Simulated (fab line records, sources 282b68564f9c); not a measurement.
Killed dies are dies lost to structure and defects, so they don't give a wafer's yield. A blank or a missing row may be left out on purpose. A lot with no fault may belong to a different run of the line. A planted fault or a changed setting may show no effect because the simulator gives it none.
Which tool did it? || flow rit-cmos || 14 lots with 42 wafers sampled at 2 steps, on a route of 202 steps

## WHAT EACH GAUGE READ, for each wafer
RIT_SDANNEAL_RS_MEAS_04: the measuring method here is four-point-probe.
{"lot": "L590", "measured": "day 3 07:44", "on": "film-metro-01", "PSD_RS (ohm/sq)": "115.8 116.0 115.6"}
{"lot": "L591", "measured": "day 3 13:35", "on": "film-metro-01", "PSD_RS (ohm/sq)": "116.3 116.4 116.3"}
{"lot": "L592", "measured": "day 3 21:08", "on": "film-metro-02", "PSD_RS (ohm/sq)": "116.4 116.1 116.1"}
{"lot": "L593", "measured": "day 4 01:53", "on": "film-metro-03", "PSD_RS (ohm/sq)": "115.7 115.9 116.0"}
{"lot": "L595", "measured": "day 4 08:40", "on": "film-metro-01", "PSD_RS (ohm/sq)": "115.9 116.1 115.9"}
{"lot": "L597", "measured": "day 4 14:32", "on": "film-metro-02", "PSD_RS (ohm/sq)": "115.5 115.8 115.6"}
{"lot": "L599", "measured": "day 5 03:00", "on": "film-metro-03", "PSD_RS (ohm/sq)": "112.1 112.1 112.0 112.2 111.8 112.1"}
{"lot": "L600", "measured": "day 5 04:29", "on": "film-metro-01", "PSD_RS (ohm/sq)": "112.0 111.9 112.1 112.3 111.9 112.0"}
{"lot": "L603", "measured": "day 5 20:12", "on": "film-metro-01", "PSD_RS (ohm/sq)": "115.8 115.5 115.5"}
{"lot": "L608", "measured": "day 6 20:45", "on": "film-metro-02", "PSD_RS (ohm/sq)": "115.8 115.3 115.9"}
{"lot": "L610", "measured": "day 7 06:01", "on": "film-metro-01", "PSD_RS (ohm/sq)": "115.5 115.6 115.6"}
{"lot": "L611", "measured": "day 7 09:37", "on": "film-metro-02", "PSD_RS (ohm/sq)": "115.7 115.6 115.7"}
{"lot": "L612", "measured": "day 7 15:21", "on": "film-metro-03", "PSD_RS (ohm/sq)": "116.3 116.0 116.2"}
{"lot": "L613", "measured": "day 7 20:16", "on": "film-metro-02", "PSD_RS (ohm/sq)": "116.0 115.9 116.3"}

## WHICH TOOL RAN EACH LOT (tool, then ch and the chambers of the sampled wafers, then the start)
{"lot": "L590", "RIT_PSD_IMPLANT_08": "implanter-01 ch 0, day 3 06:53"}
{"lot": "L591", "RIT_PSD_IMPLANT_08": "implanter-03 ch 0, day 3 12:47"}
{"lot": "L592", "RIT_PSD_IMPLANT_08": "implanter-01 ch 0, day 3 20:18"}
{"lot": "L593", "RIT_PSD_IMPLANT_08": "implanter-02 ch 0, day 4 00:54"}
{"lot": "L595", "RIT_PSD_IMPLANT_08": "implanter-02 ch 0, day 4 07:52"}
{"lot": "L597", "RIT_PSD_IMPLANT_08": "implanter-02 ch 0, day 4 13:41"}
{"lot": "L599", "RIT_PSD_IMPLANT_08": "implanter-02 ch 0, day 5 02:08"}
{"lot": "L600", "RIT_PSD_IMPLANT_08": "implanter-02 ch 0, day 5 03:39"}
{"lot": "L603", "RIT_PSD_IMPLANT_08": "implanter-01 ch 0, day 5 19:23"}
{"lot": "L608", "RIT_PSD_IMPLANT_08": "implanter-03 ch 0, day 6 19:56"}
{"lot": "L610", "RIT_PSD_IMPLANT_08": "implanter-01 ch 0, day 7 05:13"}
{"lot": "L611", "RIT_PSD_IMPLANT_08": "implanter-03 ch 0, day 7 08:48"}
{"lot": "L612", "RIT_PSD_IMPLANT_08": "implanter-01 ch 0, day 7 14:33"}
{"lot": "L613", "RIT_PSD_IMPLANT_08": "implanter-01 ch 0, day 7 19:24"}
- RIT_PSD_IMPLANT_08

## WHAT THE TOOLS THEMSELVES READ (means of the sampled wafers that have a number; where no wafer has one, the mark that the record gives instead)
RIT_PSD_IMPLANT_08.
{"lot": "L590", "tool": "implanter-01", "beam-on-s (s)": 10.8, "dose-ions-cm2": 5e+15, "faraday-current-uA": 14093}
{"lot": "L591", "tool": "implanter-03", "beam-on-s (s)": 12.7, "dose-ions-cm2": 5e+15, "faraday-current-uA": 12064}
{"lot": "L592", "tool": "implanter-01", "beam-on-s (s)": 11.3, "dose-ions-cm2": 5e+15, "faraday-current-uA": 13542}
{"lot": "L593", "tool": "implanter-02", "beam-on-s (s)": 12.2, "dose-ions-cm2": 5e+15, "faraday-current-uA": 12588}
{"lot": "L595", "tool": "implanter-02", "beam-on-s (s)": 11.9, "dose-ions-cm2": 5e+15, "faraday-current-uA": 12819}
{"lot": "L597", "tool": "implanter-02", "beam-on-s (s)": 12.0, "dose-ions-cm2": 5e+15, "faraday-current-uA": 12726}
{"lot": "L599", "tool": "implanter-02", "beam-on-s (s)": 16.9, "dose-ions-cm2": 7e+15, "faraday-current-uA": 12730}
{"lot": "L600", "tool": "implanter-02", "beam-on-s (s)": 16.7, "dose-ions-cm2": 7e+15, "faraday-current-uA": 12907}
{"lot": "L603", "tool": "implanter-01", "beam-on-s (s)": 11.4, "dose-ions-cm2": 5e+15, "faraday-current-uA": 13439}
{"lot": "L608", "tool": "implanter-03", "beam-on-s (s)": 12.6, "dose-ions-cm2": 5e+15, "faraday-current-uA": 12169}
{"lot": "L610", "tool": "implanter-01", "beam-on-s (s)": 11.0, "dose-ions-cm2": 5e+15, "faraday-current-uA": 13834}
{"lot": "L611", "tool": "implanter-03", "beam-on-s (s)": 12.8, "dose-ions-cm2": 5e+15, "faraday-current-uA": 11926}
{"lot": "L612", "tool": "implanter-01", "beam-on-s (s)": 11.2, "dose-ions-cm2": 5e+15, "faraday-current-uA": 13659}
{"lot": "L613", "tool": "implanter-01", "beam-on-s (s)": 11.2, "dose-ions-cm2": 5e+15, "faraday-current-uA": 13685}

## THE ANSWER, worked out from the rows above alone
Rule: usual is defined by the lots themselves. The widest of any qualifying gaps counts: lots, ordered by their means at a reading, are off when they make up no more than a third of the lots, leave a main group of 4 or more, and stand apart from it by 3 or more times the standard deviation of that group's means. A main group whose means are all the same, to the digits that the tables above print for the reading, isn't used. A lot without any number at a reading at which 4 lots or more have one is off too. Where the step has rows for the other lots, those lots are counted as sound. First the gauges in route order, then the tools' own readings, where a lot's mean is used as printed above. The first step at which some lot is off is used, and at that step the reading that is off furthest; a lot without a number counts as furthest.
Off: L599, L600, seen at RIT_SDANNEAL_RS_MEAS_04 (PSD_RS). Mean 115.9 ohm/sq and standard deviation 0.25 in the main group.
A tool fits if, at a process step before that reading, it ran every lot that is off, and no sound lot after the first of them. Not tried: the gauges at RIT_SDANNEAL_RS_MEAS_04; whatever is off there is also off at RIT_PSD_IMPLANT_08, on other tools, and gauge error can't account for it. One candidate fits, namely implanter-02 at RIT_PSD_IMPLANT_08. A fault onset in the window from L597 (day 4 13:41, its last sound lot) to L599 (day 5 02:08, its first lot off) fits.
The tool's own readings at RIT_PSD_IMPLANT_08 bear it out: on the lots that are off they differ by more than 5 times the standard deviation of the sound lots' means. beam-on-s reads 16.8 s there against 11.8 s on the sound lots; dose-ions-cm2 reads 7e+15 there against 5e+15 on the sound lots.

## WHAT THE SIMULATOR HAD INSERTED
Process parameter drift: implanter-02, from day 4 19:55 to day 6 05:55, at RIT_PSD_IMPLANT_08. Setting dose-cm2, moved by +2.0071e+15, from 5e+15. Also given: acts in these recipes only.
Struck lots among those shown: L599, L600. Same finding as the rule above.
